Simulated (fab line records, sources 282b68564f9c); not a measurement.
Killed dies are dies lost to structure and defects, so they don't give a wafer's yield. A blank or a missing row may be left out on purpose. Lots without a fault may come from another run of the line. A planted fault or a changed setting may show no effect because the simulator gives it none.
Which tool did it? | flow rit_cmos | 7 lots, 21 wafers sampled, at 2 steps of a route of 202

WHAT THE GAUGES READ, wafer by wafer
RIT_CONTACT_OVL_MEAS_09.
lot  | measured    | on         | CONTACT_OVL (nm)
L741 | day 3 08:43 | overlay-01 | -2.2 0.2 0.5
L745 | day 4 08:38 | overlay-01 | -0.9 -1.8 -0.7
L751 | day 5 12:03 | overlay-01 | -2.6 -0.5 -2.1
L753 | day 6 02:05 | overlay-02 | 129.4 130.6 130.0
L755 | day 6 05:51 | overlay-01 | 129.3 129.1 129.0
L757 | day 6 19:20 | overlay-01 | -0.6 1.4 -1.3
L761 | day 7 12:08 | overlay-01 | -0.1 0.4 1.0

WHICH TOOL RAN EACH LOT (tool, then ch and the chambers of the sampled wafers, then the start)
lot  | RIT_CONTACT_EXPOSE_05
L741 | iline_stepper-02 ch 0, day 3 08:05
L745 | iline_stepper-02 ch 0, day 4 08:01
L751 | iline_stepper-01 ch 0, day 5 11:26
L753 | iline_stepper-01 ch 0, day 6 01:29
L755 | iline_stepper-01 ch 0, day 6 05:14
L757 | iline_stepper-02 ch 0, day 6 18:43
L761 | iline_stepper-02 ch 0, day 7 11:31
- RIT_CONTACT_EXPOSE_05: exposes mask M11, target cd 1000 nm.

THE ANSWER, worked out from the rows above alone
Rule: what is usual is taken from the lots themselves. Put in order of their means at a reading, lots are off if they are a third of the lots or fewer, leave a main group of 4 or more, and stand apart from it by a gap of 3 or more times the standard deviation of the main group's means; of several such gaps the widest counts. A main group whose means are all the same, to the digits that the tables above print for the reading, isn't used. A lot without any number at a reading at which 4 lots or more have one is off too. The other lots that the step has rows for count as sound.
Off: L753, L755, at RIT_CONTACT_OVL_MEAS_09 (CONTACT_OVL). The main group: mean -0.6 nm, standard deviation 0.75.
A tool fits if, at a process step before that reading, it ran every lot that is off, and no sound lot after the first of them. The gauges at RIT_CONTACT_OVL_MEAS_09 are tried like those tools. One fits: iline_stepper-01 at RIT_CONTACT_EXPOSE_05. Its last sound lot is L751 (day 5 11:26), its first lot that is off L753 (day 6 01:29): a fault that began between those two fits.

WHAT THE SIMULATOR HAD PUT IN
Scanner matching overlay: iline_stepper-01, from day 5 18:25 on, at RIT_CONTACT_EXPOSE_05. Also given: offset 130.
Lots struck among those shown: L753, L755. The rule above found the same.
